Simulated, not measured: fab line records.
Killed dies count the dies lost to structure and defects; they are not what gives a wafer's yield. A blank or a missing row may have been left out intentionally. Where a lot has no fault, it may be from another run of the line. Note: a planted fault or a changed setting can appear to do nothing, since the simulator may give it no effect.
What tool caused it? | flow berkeley-cmos170 | 15 lots with 45 wafers sampled at 7 steps, on a route of 331 steps

WHAT EACH GAUGE READ, for each wafer
UCB170_GATE_THK_MEAS_02.
lot  | measured     | on            | GATE_OXIDE_THK (nm)
L694 | day 5 18:19  | film-metro-01 | 6.35 6.38 6.41
L696 | day 6 08:04  | film-metro-03 | 6.64 6.61 6.54
L695 | day 6 08:04  | film-metro-01 | 6.50 6.66 6.53
L698 | day 6 19:19  | film-metro-02 | 6.52 6.48 6.50
L701 | day 7 10:54  | film-metro-02 | 6.60 6.78 6.51
L700 | day 7 10:54  | film-metro-03 | 6.69 6.67 6.58
L702 | day 7 10:57  | film-metro-01 | 6.74 6.72 6.89
L703 | day 8 01:26  | film-metro-02 | 6.76 6.70 6.83
L704 | day 8 14:43  | film-metro-03 | 6.74 6.79 6.84
L711 | day 9 08:57  | film-metro-03 | 6.61 6.76 6.72
L712 | day 10 10:37 | film-metro-01 | 6.64 6.58 6.74
L713 | day 10 10:39 | film-metro-03 | 6.56 6.50 6.55
L714 | day 10 14:50 | film-metro-03 | 6.54 6.46 6.51
L715 | day 10 14:51 | film-metro-02 | 6.74 6.64 6.65
L716 | day 11 05:02 | film-metro-02 | 6.58 6.50 6.63

UCB170_PSD_TW_MEAS_10.
lot  | measured     | on            | PSD_TW
L694 | day 6 15:05  | film-metro-04 | 2339 2362 2356
L696 | day 7 03:22  | film-metro-01 | 2318 2322 2319
L695 | day 7 03:32  | film-metro-03 | 2346 2340 2340
L698 | day 7 13:16  | film-metro-03 | 2335 2348 2341
L701 | day 8 06:43  | film-metro-01 | 2335 2318 2330
L700 | day 8 10:32  | film-metro-04 | 2365 2349 2367
L702 | day 8 10:41  | film-metro-03 | 30 30 30
L703 | day 9 00:28  | film-metro-01 | 30 30 30
L704 | day 9 11:56  | film-metro-04 | 31 30 30
L711 | day 10 02:47 | film-metro-03 | 2366 2357 2377
L712 | day 11 06:55 | film-metro-01 | 2332 2333 2333
L713 | day 11 05:49 | film-metro-01 | 2318 2337 2345
L714 | day 11 06:05 | film-metro-04 | 2341 2344 2349
L715 | day 11 06:50 | film-metro-04 | 2347 2343 2343
L716 | day 12 00:26 | film-metro-03 | 2344 2351 2349

UCB170_SDANNEAL_RS_MEAS_02: uses a four-point probe to measure.
lot  | measured     | on            | PSD_RS (ohm/sq)
L694 | day 6 18:56  | film-metro-03 | 75.4 75.2 75.1
L696 | day 7 06:04  | film-metro-04 | 75.8 75.7 75.7
L695 | day 7 06:52  | film-metro-04 | 75.9 75.2 75.4
L698 | day 7 17:29  | film-metro-04 | 75.4 75.5 75.7
L701 | day 8 11:16  | film-metro-04 | 75.1 75.2 75.4
L700 | day 8 15:09  | film-metro-04 | 75.6 75.5 75.5
L702 | day 8 15:10  | film-metro-01 | 132.8 132.9 132.9
L703 | day 9 03:22  | film-metro-01 | 132.8 132.7 133.1
L704 | day 9 16:58  | film-metro-04 | 132.6 132.9 132.9
L711 | day 10 10:23 | film-metro-04 | 75.8 75.6 75.5
L712 | day 11 11:26 | film-metro-01 | 75.8 75.9 75.7
L713 | day 11 09:49 | film-metro-03 | 75.3 75.5 75.3
L714 | day 11 10:10 | film-metro-04 | 75.4 75.4 75.3
L715 | day 11 10:52 | film-metro-03 | 76.1 76.1 76.0
L716 | day 12 05:05 | film-metro-04 | 74.7 74.8 74.3

EACH LOT AND THE TOOL THAT RAN IT (in order: tool; ch and the chambers of the sampled wafers; start)
lot  | UCB170_PVT_STRIP_08                  | UCB170_PSD_IMPLANT_08           | UCB170_PSD_STRIP_09                  | UCB170_BACKSIDE_STRIP_03
L694 | plasma-asher-03 ch 0,1, day 5 13:23  | implanter-03 ch 0, day 6 14:52  | plasma-asher-04 ch 0,1, day 6 14:59  | plasma-asher-04 ch 0,1, day 6 18:32
L696 | plasma-asher-03 ch 0,1, day 6 03:04  | implanter-03 ch 0, day 7 03:07  | plasma-asher-04 ch 0,1, day 7 03:16  | plasma-asher-02 ch 0,1, day 7 05:34
L695 | plasma-asher-04 ch 0,1, day 6 03:27  | implanter-01 ch 0, day 7 03:18  | plasma-asher-02 ch 1, day 7 03:25    | plasma-asher-01 ch 1, day 7 06:26
L698 | plasma-asher-02 ch 0,1, day 6 13:40  | implanter-04 ch 0, day 7 13:01  | plasma-asher-03 ch 0,1, day 7 13:10  | plasma-asher-01 ch 0,1, day 7 17:05
L701 | plasma-asher-02 ch 0,1, day 7 06:10  | implanter-03 ch 0, day 8 06:28  | plasma-asher-02 ch 0,1, day 8 06:37  | plasma-asher-01 ch 0, day 8 10:52
L700 | plasma-asher-03 ch 0,1, day 7 06:53  | implanter-01 ch 0, day 8 10:17  | plasma-asher-02 ch 0,1, day 8 10:26  | plasma-asher-04 ch 0,1, day 8 14:27
L702 | plasma-asher-04 ch 0,1, day 7 07:01  | implanter-04, day 8 10:28       | plasma-asher-04 ch 0,1, day 8 10:35  | plasma-asher-01 ch 0,1, day 8 14:46
L703 | plasma-asher-03 ch 0, day 7 18:56    | implanter-01, day 9 00:13       | plasma-asher-03 ch 0, day 9 00:22    | plasma-asher-01 ch 0,1, day 9 02:58
L704 | plasma-asher-02 ch 0,1, day 8 06:58  | implanter-01, day 9 11:43       | plasma-asher-02 ch 0,1, day 9 11:51  | plasma-asher-02 ch 0,1, day 9 16:14
L711 | plasma-asher-03 ch 0,1, day 9 06:06  | implanter-01 ch 0, day 10 02:34 | plasma-asher-02 ch 0,1, day 10 02:42 | plasma-asher-04 ch 0,1, day 10 09:32
L712 | plasma-asher-03 ch 0,1, day 10 06:49 | implanter-04 ch 0, day 11 06:42 | plasma-asher-02 ch 0,1, day 11 06:50 | plasma-asher-02 ch 0,1, day 11 10:59
L713 | plasma-asher-03 ch 0,1, day 10 07:03 | implanter-04 ch 0, day 11 05:34 | plasma-asher-03 ch 0,1, day 11 05:43 | plasma-asher-01 ch 0,1, day 11 09:25
L714 | plasma-asher-02 ch 0,1, day 10 10:26 | implanter-03 ch 0, day 11 05:50 | plasma-asher-04 ch 0,1, day 11 05:59 | plasma-asher-04 ch 0,1, day 11 09:46
L715 | plasma-asher-04 ch 0,1, day 10 10:48 | implanter-01 ch 0, day 11 06:37 | plasma-asher-03 ch 0,1, day 11 06:44 | plasma-asher-04 ch 0,1, day 11 10:28
L716 | plasma-asher-03 ch 0, day 11 00:19   | implanter-01 ch 0, day 12 00:11 | plasma-asher-03 ch 0,1, day 12 00:20 | plasma-asher-01 ch 1, day 12 04:40
- UCB170_PVT_STRIP_08: strips in O2.
- UCB170_PSD_IMPLANT_08
- UCB170_PSD_STRIP_09: strips in O2.
- UCB170_BACKSIDE_STRIP_03: strips in O2.

AS READ BY THE TOOLS THEMSELVES (means over the sampled wafers that have a number; for cases with no such wafer, the mark the record gives instead)
UCB170_PVT_STRIP_08.
lot  | tool            | drypump-motor-current-A (A) | oes-product-au (a.u.) | strip-time-to-endpoint-s (s)
L694 | plasma-asher-03 | 6.1                         | 0.735                 | 21.55
L696 | plasma-asher-03 | 6.0                         | 0.733                 | 21.68
L695 | plasma-asher-04 | 5.9                         | 0.738                 | 21.68
L698 | plasma-asher-02 | 5.3                         | 0.734                 | 21.61
L701 | plasma-asher-02 | 5.3                         | 0.741                 | 21.62
L700 | plasma-asher-03 | 6.0                         | 0.736                 | 21.62
L702 | plasma-asher-04 | 6.3                         | 0.737                 | 21.71
L703 | plasma-asher-03 | 6.3                         | 0.731                 | 21.70
L704 | plasma-asher-02 | 5.3                         | 0.734                 | 21.70
L711 | plasma-asher-03 | 6.0                         | 0.735                 | 21.67
L712 | plasma-asher-03 | 6.0                         | 0.734                 | 21.58
L713 | plasma-asher-03 | 6.1                         | 0.730                 | 21.68
L714 | plasma-asher-02 | 5.3                         | 0.733                 | 21.65
L715 | plasma-asher-04 | 6.3                         | 0.735                 | 21.66
L716 | plasma-asher-03 | 6.2                         | 0.730                 | 21.69

UCB170_PSD_IMPLANT_08.
lot  | tool         | beam-energy-keV | beam-on-s (s)
L694 | implanter-03 | 20.003          | 9.87
L696 | implanter-03 | 20.011          | 10.05
L695 | implanter-01 | 19.998          | 9.89
L698 | implanter-04 | 20.009          | 9.99
L701 | implanter-03 | 20.002          | 9.96
L700 | implanter-01 | 19.993          | 10.04
L702 | implanter-04 | -               | -
L703 | implanter-01 | -               | -
L704 | implanter-01 | -               | -
L711 | implanter-01 | 20.000          | 10.03
L712 | implanter-04 | 20.007          | 10.11
L713 | implanter-04 | 19.996          | 9.83
L714 | implanter-03 | 20.005          | 9.98
L715 | implanter-01 | 19.995          | 10.14
L716 | implanter-01 | 20.001          | 10.06

UCB170_PSD_STRIP_09.
lot  | tool            | drypump-motor-current-A (A) | oes-product-au (a.u.) | strip-time-to-endpoint-s (s)
L694 | plasma-asher-04 | 6.3                         | 0.601                 | 29.39
L696 | plasma-asher-04 | 6.2                         | 0.602                 | 29.35
L695 | plasma-asher-02 | 5.4                         | 0.603                 | 29.48
L698 | plasma-asher-03 | 6.1                         | 0.597                 | 29.43
L701 | plasma-asher-02 | 5.3                         | 0.602                 | 29.49
L700 | plasma-asher-02 | 5.3                         | 0.600                 | 29.49
L702 | plasma-asher-04 | 5.9                         | 0.733                 | 21.70
L703 | plasma-asher-03 | 6.2                         | 0.731                 | 21.59
L704 | plasma-asher-02 | 5.3                         | 0.734                 | 21.60
L711 | plasma-asher-02 | 5.3                         | 0.601                 | 29.35
L712 | plasma-asher-02 | 5.3                         | 0.603                 | 29.34
L713 | plasma-asher-03 | 6.1                         | 0.602                 | 29.41
L714 | plasma-asher-04 | 6.3                         | 0.599                 | 29.46
L715 | plasma-asher-03 | 6.1                         | 0.603                 | 29.34
L716 | plasma-asher-03 | 6.2                         | 0.600                 | 29.56

UCB170_BACKSIDE_STRIP_03.
lot  | tool            | drypump-motor-current-A (A) | oes-product-au (a.u.) | strip-time-to-endpoint-s (s)
L694 | plasma-asher-04 | 5.9                         | 0.736                 | 22.05
L696 | plasma-asher-02 | 5.3                         | 0.736                 | 21.96
L695 | plasma-asher-01 | 6.6                         | 0.740                 | 22.02
L698 | plasma-asher-01 | 6.0                         | 0.734                 | 22.01
L701 | plasma-asher-01 | 4.9                         | 0.738                 | 21.97
L700 | plasma-asher-04 | 6.2                         | 0.736                 | 21.97
L702 | plasma-asher-01 | 6.0                         | 0.737                 | 22.05
L703 | plasma-asher-01 | 6.1                         | 0.734                 | 21.99
L704 | plasma-asher-02 | 5.3                         | 0.737                 | 21.98
L711 | plasma-asher-04 | 6.2                         | 0.736                 | 21.98
L712 | plasma-asher-02 | 5.3                         | 0.735                 | 21.91
L713 | plasma-asher-01 | 6.1                         | 0.737                 | 21.88
L714 | plasma-asher-04 | 6.2                         | 0.734                 | 21.92
L715 | plasma-asher-04 | 5.9                         | 0.737                 | 21.96
L716 | plasma-asher-01 | 6.6                         | 0.734                 | 21.91

THE ANSWER, worked out from the rows above alone
Rule: usual is defined by the lots themselves. The widest of any qualifying gaps counts: lots, ordered by their means at a reading, are off when they make up no more than a third of the lots, leave a main group of 4 or more, and stand apart from it by 3 or more times the standard deviation of that group's means. A main group whose means are all the same, to the digits that the tables above print for the reading, isn't used. A lot without any number at a reading at which 4 lots or more have one is off too. All remaining lots with rows at the step are treated as sound. The gauges are gone through in route order, then the tools' own readings, and for those a lot's mean is taken as printed above. At the first step where some lot is off, the reading lying furthest off is the one used; lots without a number count as furthest.
Off: L702, L703, L704, at UCB170_PSD_TW_MEAS_10 (PSD_TW). The main group: mean 2343, standard deviation 13.
A tool fits if, at a process step before that reading, it ran every lot that is off, and no sound lot after the first of them. The gauges at UCB170_PSD_TW_MEAS_10 aren't tried: what is off there is off at UCB170_PSD_IMPLANT_08 too, on other tools, and a gauge's error can't cause that. None of those tried fits.

WHAT THE SIMULATOR HAD PUT IN
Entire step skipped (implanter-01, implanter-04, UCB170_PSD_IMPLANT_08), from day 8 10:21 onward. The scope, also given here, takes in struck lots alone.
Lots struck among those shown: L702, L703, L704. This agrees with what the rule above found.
